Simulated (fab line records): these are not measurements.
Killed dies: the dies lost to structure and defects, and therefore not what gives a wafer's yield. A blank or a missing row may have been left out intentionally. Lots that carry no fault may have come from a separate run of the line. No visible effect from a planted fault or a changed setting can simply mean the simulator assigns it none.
The same fault as seen by 2 desks / flow ritCmos / each desk has only its own numbers; what lay behind them comes last

== TOOL OWNER'S DESK, rieMetal-03 ==
The tool's own readings at RIT_M1_METAL_ETCH_12 (etches Al in Cl2/BCl3, stops on SiO2, time 165 s, target depth 600 nm): means of the sampled wafers that have a number, for each lot that ran on this tool. The brackets show how far a lot's mean lies from the usual mean; more than 4 standard deviations puts the lot out of limits, marked OUT.
Columns: A = drypumpMotorCurrentA at RIT_M1_METAL_ETCH_12, usual 5.6 A; B = oesProductAu at RIT_M1_METAL_ETCH_12, usual 0.775 a.u.; C = throttleValvePct at RIT_M1_METAL_ETCH_12, usual 8.21 %
lot=L154; first seen here=day 3 11:09; A=5.9; B=0.757; C=8.19
lot=L157; first seen here=day 4 07:11; A=5.9; B=0.765; C=8.18
lot=L160; first seen here=day 4 20:55; A=5.9; B=0.767; C=8.18
lot=L169; first seen here=day 6 14:42; A=5.9; B=0.753; C=8.18
Finding of this desk: none of the 4 lots has anything out of limits.

== THE METROLOGY DESK ==
Means of the sampled wafers that have a number, per lot and without regard to the tool the lot ran on: this is what the gauges read. The brackets show how far a lot's mean lies from the usual mean; more than 4 standard deviations puts the lot out of limits, marked OUT.
Columns: A = cdNm at RIT_M1_CD_MEAS_90, usual 2601 nm
lot=L153; first seen here=day 3 07:28; A=2599
lot=L154; first seen here=day 3 11:40; A=2601
lot=L157; first seen here=day 4 07:41; A=2597
lot=L158; first seen here=day 4 08:52; A=2602
lot=L160; first seen here=day 4 21:27; A=2604
lot=L161; first seen here=day 5 00:47; A=2598
lot=L162; first seen here=day 5 05:10; A=2603
lot=L164; first seen here=day 5 15:24; A=2601
lot=L165; first seen here=day 5 18:05; A=2608
lot=L168; first seen here=day 6 10:31; A=2602
lot=L169; first seen here=day 6 15:15; A=2593
lot=L170; first seen here=day 6 23:41; A=2601
lot=L175; first seen here=day 8 00:32; A=2594
Finding of this desk: none of the 13 lots has anything out of limits.

== TAKEN TOGETHER ==
The desk of the tool owner found nothing out of limits.
Metrology desk: nothing out of limits seen.

== WHAT WAS PUT IN BY THE SIMULATOR ==
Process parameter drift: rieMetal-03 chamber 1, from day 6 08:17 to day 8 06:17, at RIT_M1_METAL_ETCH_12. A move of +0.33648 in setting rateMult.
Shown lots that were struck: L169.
